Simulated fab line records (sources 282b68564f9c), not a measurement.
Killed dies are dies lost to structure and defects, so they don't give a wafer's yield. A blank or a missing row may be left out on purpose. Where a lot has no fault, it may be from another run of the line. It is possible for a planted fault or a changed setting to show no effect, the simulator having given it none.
Which tool was responsible? | flow rit_cmos | Sampling: 14 lots, 42 wafers, 2 of 202 route steps

## WHAT EACH GAUGE READ, for each wafer
RIT_ACTIVE_THK_MEAS_04.
lot  | measured    | on            | ACTIVE_NITRIDE_THK (nm)
L956 | day 1 23:32 | film_metro-03 | 153.0 152.1 151.8
L957 | day 2 04:32 | film_metro-01 | 154.3 153.0 152.1
L958 | day 2 09:37 | film_metro-03 | 149.0 150.1 149.7
L959 | day 2 14:33 | film_metro-03 | 153.8 154.2 154.2
L960 | day 2 19:32 | film_metro-04 | 153.0 154.3 152.6
L961 | day 3 00:32 | film_metro-03 | 151.2 152.6 150.9
L962 | day 3 05:32 | film_metro-03 | 151.6 150.9 150.7
L963 | day 3 10:32 | film_metro-04 | 149.2 149.7 149.9
L965 | day 3 20:32 | film_metro-03 | 147.6 147.0 148.3
L970 | day 4 21:55 | film_metro-03 | 234.9 236.2 235.1
L972 | day 5 07:33 | film_metro-01 | 232.9 232.9 232.4
L973 | day 5 12:32 | film_metro-03 | 152.4 151.4 152.8
L975 | day 5 22:32 | film_metro-03 | 150.9 150.4 150.5
L977 | day 6 08:32 | film_metro-03 | 147.2 148.9 147.5

## EACH LOT AND THE TOOL THAT RAN IT (in order: tool; ch and the chambers of the sampled wafers; start)
lot  | RIT_ACTIVE_CVD_03
L956 | lpcvd-02 ch 1, day 1 22:07
L957 | lpcvd-01 ch 0, day 2 03:07
L958 | lpcvd-01 ch 1, day 2 08:11
L959 | lpcvd-01 ch 0, day 2 13:07
L960 | lpcvd-01 ch 0, day 2 18:07
L961 | lpcvd-01 ch 1, day 2 23:07
L962 | lpcvd-02 ch 0, day 3 04:07
L963 | lpcvd-02 ch 1, day 3 09:07
L965 | lpcvd-02 ch 0, day 3 19:07
L970 | lpcvd-01 ch 0, day 4 20:31
L972 | lpcvd-01 ch 1, day 5 06:07
L973 | lpcvd-02 ch 1, day 5 11:07
L975 | lpcvd-02 ch 1, day 5 21:07
L977 | lpcvd-02 ch 0, day 6 07:07
- RIT_ACTIVE_CVD_03: deposits Si3N4 from SiH2Cl2/NH3, target thk 150 nm, time 1500 s.

## WHAT THE TOOLS THEMSELVES READ (means of the sampled wafers that have a number; where no wafer has one, the mark that the record gives instead)
RIT_ACTIVE_CVD_03.
lot  | tool     | spike_tc_centre_C (C) | spike_tc_load_C (C) | spike_tc_source_C (C) | susceptor_temp_C (C) | zone_power_load_pct (%) | zone_power_source_pct (%)
L956 | lpcvd-02 | 812.8                 | 834.4               | 833.9                 | 809.7                | 20.7                    | 20.0
L957 | lpcvd-01 | 814.6                 | 834.5               | 833.1                 | 810.0                | 19.7                    | 21.5
L958 | lpcvd-01 | 813.9                 | 833.6               | 831.7                 | 810.2                | 20.8                    | 20.3
L959 | lpcvd-01 | 812.7                 | 833.7               | 832.4                 | 810.1                | 19.6                    | 21.5
L960 | lpcvd-01 | 813.5                 | 833.4               | 833.6                 | 810.1                | 19.8                    | 21.4
L961 | lpcvd-01 | 813.5                 | 834.9               | 830.8                 | 810.2                | 21.0                    | 20.3
L962 | lpcvd-02 | 814.5                 | 831.7               | 830.3                 | 809.5                | 18.4                    | 20.6
L963 | lpcvd-02 | 812.4                 | 835.6               | 832.7                 | 809.9                | 20.7                    | 20.0
L965 | lpcvd-02 | 813.9                 | 833.0               | 831.3                 | 810.2                | 18.5                    | 20.6
L970 | lpcvd-01 | 839.6                 | 859.0               | 858.8                 | 835.5                | 21.1                    | 23.2
L972 | lpcvd-01 | 838.2                 | 859.5               | 857.1                 | 835.8                | 22.7                    | 21.7
L973 | lpcvd-02 | 812.4                 | 835.3               | 833.7                 | 810.1                | 20.6                    | 20.0
L975 | lpcvd-02 | 812.1                 | 835.2               | 833.4                 | 810.3                | 20.5                    | 19.8
L977 | lpcvd-02 | 814.7                 | 832.4               | 829.7                 | 809.9                | 18.5                    | 20.7

## THE ANSWER, worked out from the rows above alone
Rule: the lots themselves supply what counts as usual. The widest of any qualifying gaps counts: lots, ordered by their means at a reading, are off when they make up no more than a third of the lots, leave a main group of 4 or more, and stand apart from it by 3 or more times the standard deviation of that group's means. Not used: any main group whose means are identical at the precision the tables above print for the reading. Also off: a lot with no number at a reading for which 4 or more lots have one. All remaining lots with rows at the step are treated as sound. First the gauges in route order, then the tools' own readings, where a lot's mean is used as printed above. The first step at which some lot is off is used, and at that step the reading that is off furthest; a lot without a number counts as furthest.
Off: L970, L972, at RIT_ACTIVE_THK_MEAS_04 (ACTIVE_NITRIDE_THK). The main group has a mean of 151.1 nm with a standard deviation of 2.
A tool fits if, at a process step before that reading, it ran every lot that is off, and no sound lot after the first of them. Not tried: the gauges at RIT_ACTIVE_THK_MEAS_04; whatever is off there is also off at RIT_ACTIVE_CVD_03, on other tools, and gauge error can't account for it. One candidate fits, namely lpcvd-01 at RIT_ACTIVE_CVD_03. Its last sound lot is L961 (day 2 23:07), its first lot that is off L970 (day 4 20:31): a fault that began between those two fits.
The tool's own readings at RIT_ACTIVE_CVD_03 bear it out: on the lots that are off they differ by more than 5 times the standard deviation of the sound lots' means. spike_tc_centre_C reads 838.9 C there against 813.4 C on the sound lots; spike_tc_load_C reads 859.2 C there against 834.0 C on the sound lots; spike_tc_source_C reads 858.0 C there against 832.2 C on the sound lots; susceptor_temp_C reads 835.6 C there against 810.0 C on the sound lots.

## WHAT THE SIMULATOR HAD INSERTED
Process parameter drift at RIT_ACTIVE_CVD_03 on lpcvd-01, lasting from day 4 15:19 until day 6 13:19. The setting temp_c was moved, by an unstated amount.
Shown lots that were struck: L970, L972. The same result came from the rule above.
